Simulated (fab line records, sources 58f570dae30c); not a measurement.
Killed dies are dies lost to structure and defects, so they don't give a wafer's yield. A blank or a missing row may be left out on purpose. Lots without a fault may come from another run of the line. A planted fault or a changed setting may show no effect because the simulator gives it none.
fab line records | flow berkeley_cmos170 | part 2 of 2: steps 33 to 42 of 42
record lots=5 wafers=15 last_day=11
route steps=331 shown V1@257 M2@271 V2@292
lots that met no fault: from a run of the same line without faults
start_h: hours from the record's first day to the start of the lot's first wafer shown | wait_h: hours since the lot's step before | " the same as in the row above | L1.1+2: a row that stands for several wafers | - no value, or no start given | * or withheld: withheld | < > ~ a bound
route shown NAME@n: a module of which the file shows steps, and the number in the route of the first | usual: mean/standard deviation of fault-free wafers | same: alike in all rows | chamber/n: place in a boat | sites: the reading at each site | _std_site: their standard deviation | _edge_site: outer sites' mean less inner sites' | radius_mm: how far each site lies from the wafer's centre | mask NAME#n: copy n | behind: the tool/chamber that last shaped the wafer | hold: why the lot was held/for how many hours/how that ended | device: the transistor (n, p or np) that didn't switch | end of line: the same wafers' tests at the end of the route | a step without rows: its recipe alone | killed: dies lost to structure and defects at the first sort, not the wafer's yield | map: a wafer's dies, x killed, . not, _ none there
set.NAME: the setting as run; set.NAME@STEP: as run at that earlier step | model.NAME: the simulator's own value behind a step, which no gauge read
lots at some steps of the route; a table a step, a row a wafer
services: from which hour (start_h, from the record's first day; less than 0 if before it) a tool's chamber was out of use, for how many hours, and why
## steps
# step UCB170_M2_METAL_ETCH_18
# recipe chemistry=Cl2/BCl3 target=Al stop_on=SiO2 pressure_mtorr=12 target_depth_a=11700 over_etch_frac=0.3 time_s=195 icp_w=618.1 bias_w=120 Cl2_flow_sccm=90 bcl3_flow_sccm=45
# usual drypump_motor_current_A=5.7/0.45 oes_product_au=0.854/0.013 throttle_valve_pct=24.42/0.18
# columns lot.wafer tool chamber start_h wait_h drypump_motor_current_A oes_product_au rf_hours_counter_h throttle_valve_pct
L082.1 rie_metal-01 0 198.41 - 4.9 0.872 9 24.17
L082.3 " 1 " " 5.5 0.840 - 24.52
L082.5 " 0 " " 4.9 0.870 - 24.17
L083.2 rie_metal-04 0 198.89 - 5.5 0.861 4 24.65
L083.3 " 1 " " 6.3 0.841 - 24.55
L083.5 " 1 " " 6.4 0.826 - 24.54
L093.2 rie_metal-04 0 241.85 - 5.4 0.879 5 24.66
L093.4 " 1 " " 6.3 0.847 - 24.56
L093.5 " 1 " " 6.3 0.841 - 24.54
L092.2 rie_metal-01 1 242.12 - 5.5 0.858 12 24.50
L092.3 " 1 " " 5.5 0.860 - 24.51
L092.4 " 0 " " 4.9 0.872 - 24.15
L094.1 rie_metal-02 1 258.90 - 5.9 0.861 7 24.42
L094.3 " 1 " " 5.9 0.843 - 24.44
L094.5 " 0 " " 5.7 0.850 - 24.20
# step UCB170_M2_STRIP_19
# recipe chemistry=O2 power_w=400 pressure_mtorr=3500 platen_temp_c=withheld o2_flow_sccm=400 overash_fraction=0.5
# usual drypump_motor_current_A=5.7/0.55 oes_product_au=0.520/0.0086
# columns lot.wafer tool chamber start_h wait_h drypump_motor_current_A oes_product_au rf_hours_counter_h
L082.1 plasma_asher-03 0 198.59 0.1 6.0 0.530 46
L082.3 " 0 " " 6.0 0.525 -
L082.5 " 1 " " 5.1 0.522 -
L083.2 plasma_asher-01 0 199.08 0.1 5.8 0.522 10
L083.3 " 0 " " 5.8 0.522 -
L083.5 " 0 " " 5.9 0.517 -
L093.2 plasma_asher-03 1 242.04 0.1 5.1 0.528 51
L093.4 " 1 " " 5.1 0.539 -
L093.5 " 1 " " 5.1 0.512 -
L092.2 plasma_asher-01 1 242.31 0.1 4.8 0.521 15
L092.3 " 1 " " 4.8 0.518 -
L092.4 " 0 " " 5.9 0.520 -
L094.1 plasma_asher-04 1 259.15 0.2 6.1 0.520 61
L094.3 " 1 " " 6.1 0.526 -
L094.5 " 0 " " 6.3 0.516 -
# step UCB170_M2_CD_MEAS_90
# recipe target_cd_nm=700
# usual cd_nm=698.9/2.6
# columns lot.wafer tool chamber start_h wait_h cd_nm
L082.1 cd_sem-02 - 198.69 0.1 700.7
L082.3 " - " " 698.8
L082.5 " - " " 699.8
L083.2 cd_sem-02 - 199.20 0.1 695.0
L083.3 " - " " 700.8
L083.5 " - " " 695.6
L093.2 cd_sem-02 - 242.16 0.1 699.0
L093.4 " - " " 698.8
L093.5 " - " " 700.9
L092.2 cd_sem-02 - 242.43 0.1 701.2
L092.3 " - " " 698.4
L092.4 " - " " 702.0
L094.1 cd_sem-02 - 259.25 0.1 695.0
L094.3 " - " " 697.1
L094.5 " - " " 698.4
# step UCB170_V2_CVD_00
# recipe material=SiO2 target_thk_nm=2000 temp_c=390 precursor=TEOS/O2 time_s=250 rf_w=550 pressure_mtorr=9000
# usual heater_power_w=268/77
# columns lot.wafer tool chamber start_h wait_h heater_power_w
L082.1 pecvd-04 1 198.81 0.1 293
L082.3 " 2 " " 356
L082.5 " 2 " " 460
L083.2 pecvd-02 2 199.30 0.1 262
L083.3 " 1 " " 230
L083.5 " 0 " " 206
L093.2 pecvd-01 0 242.26 0.1 271
L093.4 " 0 " " 190
L093.5 " 2 " " 185
L092.2 pecvd-04 0 242.53 0.1 195
L092.3 " 1 " " 248
L092.4 " 1 " " 313
L094.1 pecvd-04 1 259.37 0.1 270
L094.3 " 0 " " 212
L094.5 " 1 " " 334
# step UCB170_V2_THK_MEAS_01
# recipe reads=SiO2_of_V2_CVD_00
# usual V2_TEOS_THK=1998/27
# columns lot.wafer tool chamber start_h wait_h V2_TEOS_THK[nm]
L082.1 film_metro-03 - 198.97 0.1 1956
L082.3 " - " " 1962
L082.5 " - " " 2020
L083.2 film_metro-02 - 199.46 0.1 2006
L083.3 " - " " 2026
L083.5 " - " " 2029
L093.2 film_metro-04 - 242.43 0.1 1979
L093.4 " - " " 2019
L093.5 " - " " 1995
L092.2 film_metro-02 - 242.69 0.1 1936
L092.3 " - " " 1967
L092.4 " - " " 1984
L094.1 film_metro-04 - 259.53 0.1 1974
L094.3 " - " " 1940
L094.5 " - " " 2017
# step UCB170_V2_CMP_02
# recipe material=SiO2 down_force_psi=6 platen_rpm=60 pad_velocity_m_s=0.75398
# usual motor_current_A=15.5/2.3
# columns lot.wafer tool chamber start_h wait_h motor_current_A
L082.3 cmp-02 0 199.13 0.1 14.9
L082.1 " 1 " " 16.9
L082.5 " 2 " " 13.4
L083.3 cmp-02 3 199.51 0.0 19.8
L083.2 " 2 " " 14.6
L083.5 " 3 " " 20.0
L093.4 cmp-02 0 242.53 0.1 16.0
L093.2 " 2 " " 13.3
L093.5 " 0 " " 15.2
L092.4 cmp-01 1 242.74 0.0 13.5
L092.2 " 3 " " 11.7
L092.3 " 0 " " 14.4
L094.1 cmp-01 0 259.64 0.1 14.8
L094.3 " 2 " " 16.2
L094.5 " 3 " " 11.8
# step UCB170_V2_BOW_MEAS_03
# recipe mode=bow
# usual V2_BOW=36/7.5
# columns lot.wafer tool chamber start_h wait_h V2_BOW[um]
L082.1 film_metro-03 - 199.33 0.1 27
L082.3 " - " " 33
L082.5 " - " " 30
L083.2 film_metro-04 - 199.83 0.1 28
L083.3 " - " " 45
L083.5 " - " " 47
L093.2 film_metro-04 - 242.80 0.1 38
L093.4 " - " " 40
L093.5 " - " " 37
L092.2 film_metro-04 - 243.06 0.2 38
L092.3 " - " " 30
L092.4 " - " " 35
L094.1 film_metro-04 - 259.89 0.2 21
L094.3 " - " " 34
L094.5 " - " " 37
# step UCB170_V2_THK_MEAS_04
# recipe reads=SiO2_of_V2_CVD_00
# usual V2_POLISHED_THK=1000.2/1.1
# columns lot.wafer tool chamber start_h wait_h V2_POLISHED_THK[nm]
L082.1 film_metro-03 - 199.45 0.1 1000.8
L082.3 " - " " 1000.3
L082.5 " - " " 999.7
L083.2 film_metro-04 - 199.94 0.1 999.6
L083.3 " - " " 999.9
L083.5 " - " " 998.6
L093.2 film_metro-04 - 242.91 0.1 1001.7
L093.4 " - " " 1001.9
L093.5 " - " " 1001.1
L092.2 film_metro-04 - 243.17 0.1 1000.2
L092.3 " - " " 1000.2
L092.4 " - " " 999.4
L094.1 film_metro-04 - 260.01 0.1 1000.0
L094.3 " - " " 1000.7
L094.5 " - " " 998.6
# step UCB170_V2_CLEAN_05
# recipe chemistry=DIW
# columns lot.wafer tool chamber start_h wait_h
L082.1+3+5 wet_bench-01 1 199.51 0.1
L083.2+3+5 wet_bench-01 3 200.10 0.1
L093.2+4+5 wet_bench-03 1 242.96 0.0
L092.2+3+4 wet_bench-02 0 243.22 0.0
L094.1+3+5 wet_bench-01 3 260.07 0.1
# step UCB170_V2_HMDS_06
# recipe prime_time_s=60 prime_temp_c=100
# columns lot.wafer tool chamber start_h wait_h
L082.1+3+5 litho_track-04 0 199.68 0.0
L083.2+3+5 litho_track-03 0 200.47 0.2
L093.2+4+5 litho_track-03 0 243.62 0.5
L092.2+3+4 litho_track-04 0 243.76 0.4
L094.1+3+5 litho_track-03 0 260.26 0.0
## services
# columns tool chamber start_h hours kind
krf_scanner-01 - 172.95 3.6 pm
rie_diel-03 - 173.02 0.1 repair
krf_scanner-01 - 178.15 1.2 repair
cmp-01 - 182.63 2.3 repair
rie_diel-03 3 189.20 5.1 repair
krf_scanner-01 - 205.05 1.0 repair
pecvd-02 - 206.11 2.8 pm
rie_diel-01 - 221.75 0.7 repair
pvd_sputter-04 - 224.77 2.2 repair
cmp-02 - 225.55 4.1 pm
krf_scanner-02 - 228.36 0.8 pm
cmp-01 - 232.00 4.0 pm
rie_diel-02 - 232.99 1.0 repair
rie_diel-04 0 239.22 - clean
pecvd-01 - 239.38 0.8 repair
pecvd-04 - 243.81 1.4 repair
cmp-01 - 244.41 0.3 repair
krf_scanner-01 0 245.66 - calibration
plasma_asher-03 - 245.66 2.8 pm
krf_scanner-02 - 246.67 1.0 pm
rie_metal-04 1 247.12 6.9 repair
cmp-01 - 251.61 0.9 repair
pecvd-04 - 253.69 2.2 repair
krf_scanner-02 - 259.44 1.3 pm
